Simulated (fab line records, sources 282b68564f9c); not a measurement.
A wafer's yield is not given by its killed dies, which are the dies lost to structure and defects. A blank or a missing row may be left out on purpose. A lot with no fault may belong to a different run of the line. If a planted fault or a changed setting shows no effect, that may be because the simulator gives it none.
Matching of chambers | flow rit-cmos | rie-si-02 running RIT_GATE_ETCH_19: 4 sister chambers
The step etches poly-Si in SF6/CHF3/O2, stops on SiO2, time 165 s, target depth 312.5 nm. 16 wafers are shown with their chamber, then 8 later ones without.

== EACH WAFER AND ITS CHAMBER ==
wafer  | chamber | drypump-motor-current-A (A) | throttle-valve-pct (%) | oes-product-au (a.u.)
L702.1 | 3       | 5.1                         | 10.08                  | 0.853
L702.2 | 0       | 4.9                         | 10.35                  | 0.838
L702.4 | 1       | 6.4                         | 10.06                  | 0.841
L704.3 | 0       | 4.9                         | 10.35                  | 0.841
L704.4 | 1       | 6.4                         | 10.07                  | 0.830
L704.6 | 1       | 6.4                         | 10.07                  | 0.824
L714.2 | 3       | 5.1                         | 10.10                  | 0.851
L714.4 | 1       | 6.4                         | 10.07                  | 0.844
L714.5 | 0       | 4.9                         | 10.34                  | 0.853
L716.2 | 1       | 6.4                         | 10.07                  | 0.852
L716.3 | 3       | 5.1                         | 10.10                  | 0.852
L716.6 | 2       | 4.8                         | 10.18                  | 0.844
L718.2 | 3       | 5.1                         | 10.09                  | 0.839
L718.3 | 0       | 4.9                         | 10.35                  | 0.840
L718.4 | 2       | 4.8                         | 10.18                  | 0.835
L720.1 | 0       | 4.8                         | 10.35                  | 0.835

SIGNATURES, as means of the wafers listed above
reading                 | chamber 0 | chamber 1 | chamber 2 | chamber 3 | scatter within a chamber
drypump-motor-current-A | 4.880     | 6.400     | 4.800     | 5.100     | 0.0258
throttle-valve-pct      | 10.3480   | 10.0680   | 10.1800   | 10.0925   | 0.00602
oes-product-au          | 0.84140   | 0.83820   | 0.83950   | 0.84875   | 0.00846
Rule: distance of a wafer from a chamber = root of the sum over the readings of ((wafer's reading minus chamber's mean) / reading's scatter) squared. The wafer belongs to the nearest chamber; if the next one is less than 2 further off, it can't be placed. The scatter is the square root of a quotient: the sum, over the shown wafers, of each reading's squared deviation from its chamber's mean, divided by wafers minus chambers.

== WAFERS WITHOUT THEIR CHAMBER ==
wafer  | drypump-motor-current-A (A) | throttle-valve-pct (%) | oes-product-au (a.u.)
L720.2 | 5.1                         | 10.11                  | 0.854
L720.4 | 5.1                         | 10.11                  | 0.851
L722.1 | 4.9                         | 10.34                  | 0.848
L722.3 | 4.8                         | 10.19                  | 0.841
L722.5 | 4.9                         | 10.34                  | 0.835
L724.2 | 6.4                         | 10.05                  | 0.850
L724.4 | 6.4                         | 10.06                  | 0.853
L724.5 | 4.9                         | 10.35                  | 0.850

== EACH ONE'S CHAMBER ==
wafer  | from the rows above | in truth
L720.2 | 3                   | 3
L720.4 | 3                   | 3
L722.1 | 0                   | 0
L722.3 | 2                   | 2
L722.5 | 0                   | 0
L724.2 | 1                   | 1
L724.4 | 1                   | 1
L724.5 | 0                   | 0
Placed correctly: 8 of 8. Not placeable from these rows: 0. 0 placed wrongly.
